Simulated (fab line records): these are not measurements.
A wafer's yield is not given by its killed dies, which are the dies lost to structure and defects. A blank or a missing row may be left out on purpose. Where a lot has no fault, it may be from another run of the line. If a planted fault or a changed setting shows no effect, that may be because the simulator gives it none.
The same fault as seen by 2 desks | flow berkeley-cmos170 | numbers are kept per desk, each desk with only its own; the story behind them comes last

== THE TOOL OWNER'S DESK: litho-track-04 ==
Per lot that ran on this tool, the mean of the sampled wafers carrying a number, from the tool's own readings at UCB170_V1_SOFTBAKE_08 (time 60 s). If a lot's mean is further than 4 standard deviations from the usual mean, the lot is out of limits and carries the mark OUT (the distance appears in the brackets).
Columns: A = heater-power-total-W at UCB170_V1_SOFTBAKE_08, usual 56.80 W; B = resist-line-temp-C at UCB170_V1_SOFTBAKE_08, usual 23.03 C; C = run-length-s at UCB170_V1_SOFTBAKE_08, usual 89.17 s
lot  | first seen here | A               | B     | C
L321 | day 9 18:20     | 56.80           | 23.00 | 89.51
L326 | day 10 21:07    | 56.79           | 23.13 | 89.50
L330 | day 11 15:56    | 58.10 (+30) OUT | 22.93 | 84.80 (-16) OUT
L336 | day 12 04:58    | 58.05 (+29) OUT | 23.01 | 84.83 (-16) OUT
This desk's verdict: out of limits on L330, L336, starting with L330 at day 11 15:56 (heater-power-total-W at UCB170_V1_SOFTBAKE_08). L321, L326 stayed within limits.

== FROM THE METROLOGY DESK ==
What the gauges read for every lot (on any tool): the sampled wafers with a number, averaged. If a lot's mean is further than 4 standard deviations from the usual mean, the lot is out of limits and carries the mark OUT (the distance appears in the brackets).
Columns: A = cd-nm at UCB170_CONTACT_CD_MEAS_90, usual 700.4 nm; B = M1_OVL at UCB170_M1_OVL_MEAS_10, usual 2 nm; C = V1_BOW at UCB170_V1_BOW_MEAS_03, usual 19 um
lot  | first seen here | A     | B  | C
L319 | day 9 01:53     | 700.6 | -1 | 22
L320 | day 9 11:47     | 699.6 | 3  | 18
L321 | day 9 13:07     | 698.3 | 0  | 17
L322 | day 10 01:37    | 698.4 | 2  | 13
L323 | day 10 01:38    | 700.7 | -3 | 17
L324 | day 10 01:52    | 698.2 | -2 | 20
L326 | day 10 15:49    | 703.4 | -1 | 24
L328 | day 10 16:31    | 699.5 | -1 | 15
L330 | day 11 08:54    | 701.6 | 8  | 26
L336 | day 11 23:07    | 700.6 | 1  | 18
L337 | day 12 08:17    | 702.9 | 4  | 15
L338 | day 12 08:27    | 701.3 | 3  | 19
L339 | day 12 21:55    | 701.0 | 1  | 21
Finding of this desk: none of the 13 lots has anything out of limits.

== ALL TOGETHER ==
An alarm could have come from the tool owner's desk at day 11 15:56, on L330, L336.
From the metrology desk's view, nothing was out of limits.
The metrology desk holds a record of L330, L336, inside its limits.
The lots listed all ran UCB170_V1_SOFTBAKE_08 on litho-track-04.

== WHAT THE SIMULATOR HAD PUT IN ==
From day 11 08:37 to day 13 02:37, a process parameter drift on litho-track-04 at UCB170_V1_SOFTBAKE_08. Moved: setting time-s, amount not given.
Lots struck among those shown: L330, L336.
Each desk's first reading out of limits, in hours after the fault started: the tool owner's desk, 7.
